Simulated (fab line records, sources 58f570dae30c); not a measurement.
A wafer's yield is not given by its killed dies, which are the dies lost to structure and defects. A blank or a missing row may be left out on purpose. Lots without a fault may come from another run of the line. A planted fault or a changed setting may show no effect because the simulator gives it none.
Problem report, 8D (eight disciplines) form, completed by code	flow berkeleyCmos170	the parts of the form that need people (team, actions taken, sign-off) are left out

## 1. WHAT WENT WRONG
M3_AL_RS at UCB170_M3_RS_MEAS_02 reads a mean of 0.0378 ohm/sq on 1 wafer of 1 lot; wafers without a fault read 0.0321 ohm/sq with a standard deviation of 0.00029. Relative to the usual mean, that is a shift of +20 standard deviations.
The step: measures by four-point-probe.
Earliest sighting: wafer L723.3 on filmMetro-04 at day 10 16:08. The record holds 39 wafers of 13 lots with a number at this step. Rule for "out" (also "out of limits"): further than 4 standard deviations from the usual mean. Any other wafer with a number is counted as sound.

## 2. WHAT IT IS, WHAT IT ISN'T
question	is	is not
which readings at this step	M3_AL_RS	-
which lots	L723	L709, L711, L713, L714, L715, L716, L719, L725, L726, L727, L730, L731
which wafers of those lots	L723.3	L723.2, L723.6
read on which gauges	filmMetro-04	filmMetro-01, filmMetro-02
when	from day 10 16:08	up to then (23 sound wafers); but 15 sound wafers of L725, L726, L727, L730, L731 came after

## 3. SUSPECTS, AND WHAT RULES EACH OUT
Counting: a tool at a process step up to the reading stays a suspect if it ran every lot that is out. Sound lots after the first of them don't rule it out here, since some wafers of a struck lot are sound.
- the gauge at UCB170_M3_RS_MEAS_02 has been ruled out. All the wafers that are out were read on filmMetro-04, but those of them that UCB170_M3_SPUTTER_01 has rows for are out there too, on other tools.
- rieDiel-01 at UCB170_ZERO_ETCH_06 (etches SiO2 in CHF3/CF4/Ar, time 12 s): kept. It processed L723, the lot that is out, at day 4 16:04, and its most recent sound lot before then was L715 at day 2 23:25.
- rieDiel-02 at UCB170_NWELL_ETCH_13 (etches Si3N4 in CH3F/Ar/O2, stops on SiO2, target depth 246.4 nm, time 154 s): kept. It processed L723, the lot that is out, at day 5 01:07, and its most recent sound lot before then was L716 at day 3 20:16.
- plasmaAsher-03 at UCB170_V2_STRIP_15 (strips in O2): kept. It processed L723, the lot that is out, at day 10 15:45, and its most recent sound lot before then was L719 at day 9 22:50.
- pvdSputter-03 at UCB170_M3_SPUTTER_01 (material Al, target thk 900 nm, time 120 s): kept. It processed L723, the lot that is out, at day 10 16:02, and its most recent sound lot before then was L714 at day 8 07:23. Its own cathodeDcPowerW readings are out on those wafers.
- rieDiel-01, UCB170_ZERO_ETCH_06: wafers that are out in chamber 1, sound lot-mates in chambers 0, 3.
- rieDiel-02, UCB170_NWELL_ETCH_13: wafers that are out in chamber 2, sound lot-mates in chambers 1, 3.
Left after counting: rieDiel-01 at UCB170_ZERO_ETCH_06, rieDiel-02 at UCB170_NWELL_ETCH_13, plasmaAsher-03 at UCB170_V2_STRIP_15, pvdSputter-03 at UCB170_M3_SPUTTER_01.

## 4. THE CAUSE (what the simulator had put in)
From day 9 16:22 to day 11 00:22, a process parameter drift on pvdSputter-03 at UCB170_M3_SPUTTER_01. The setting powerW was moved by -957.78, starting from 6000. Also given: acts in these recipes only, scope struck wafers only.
After counting, 4 suspects remain, this tool included.

## 5. SEQUENCE OF EFFECTS, ordered by route
Rows list readings where the struck wafers' mean (over those with a number) sits beyond 3 standard deviations from the usual. Readings are gone through only where the record gives a usual standard deviation; hours: the median, over the lots, of the time from a lot's start at the first step in this table giving one to that lot's start at this step; sigmas: the change measured in usual standard deviations.
hours	step	reading	usual	on struck wafers	change	sigmas
0	UCB170_M3_SPUTTER_01	cathodeDcPowerW	6000.1 W	5041.9	-958.2	-99 or more
0	UCB170_M3_RS_MEAS_02	M3_AL_RS	0.0321 ohm/sq	0.0378	+0.0057	+20
0	UCB170_M3_THK_MEAS_03	M3_AL_THK	902 nm	772	-130	-13
3	UCB170_M3_METAL_ETCH_18	oesProductAu	0.866 a.u.	0.787	-0.079	-6.6
It contains these process steps:
- UCB170_M3_SPUTTER_01: material Al, target thk 900 nm, time 120 s.
- UCB170_M3_METAL_ETCH_18: etches Al in Cl2/BCl3, stops on SiO2, target depth 1170 nm, time 195 s.

## 6. HOW IT WOULD HAVE BEEN CAUGHT EARLIER
In this record the first reading out of limits at a measuring or inspecting step was taken at day 10 16:08, 24 hours after the fault began at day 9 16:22.
The tool's own readings at UCB170_M3_SPUTTER_01 were out on every struck wafer that the step has a row for (cathodeDcPowerW): an alarm limit on them would have fired on the first of those.
All the lots that are out (1) had begun UCB170_M3_SPUTTER_01 on pvdSputter-03 by day 10 16:08. A hold on the tool at that time would have spared none of them.
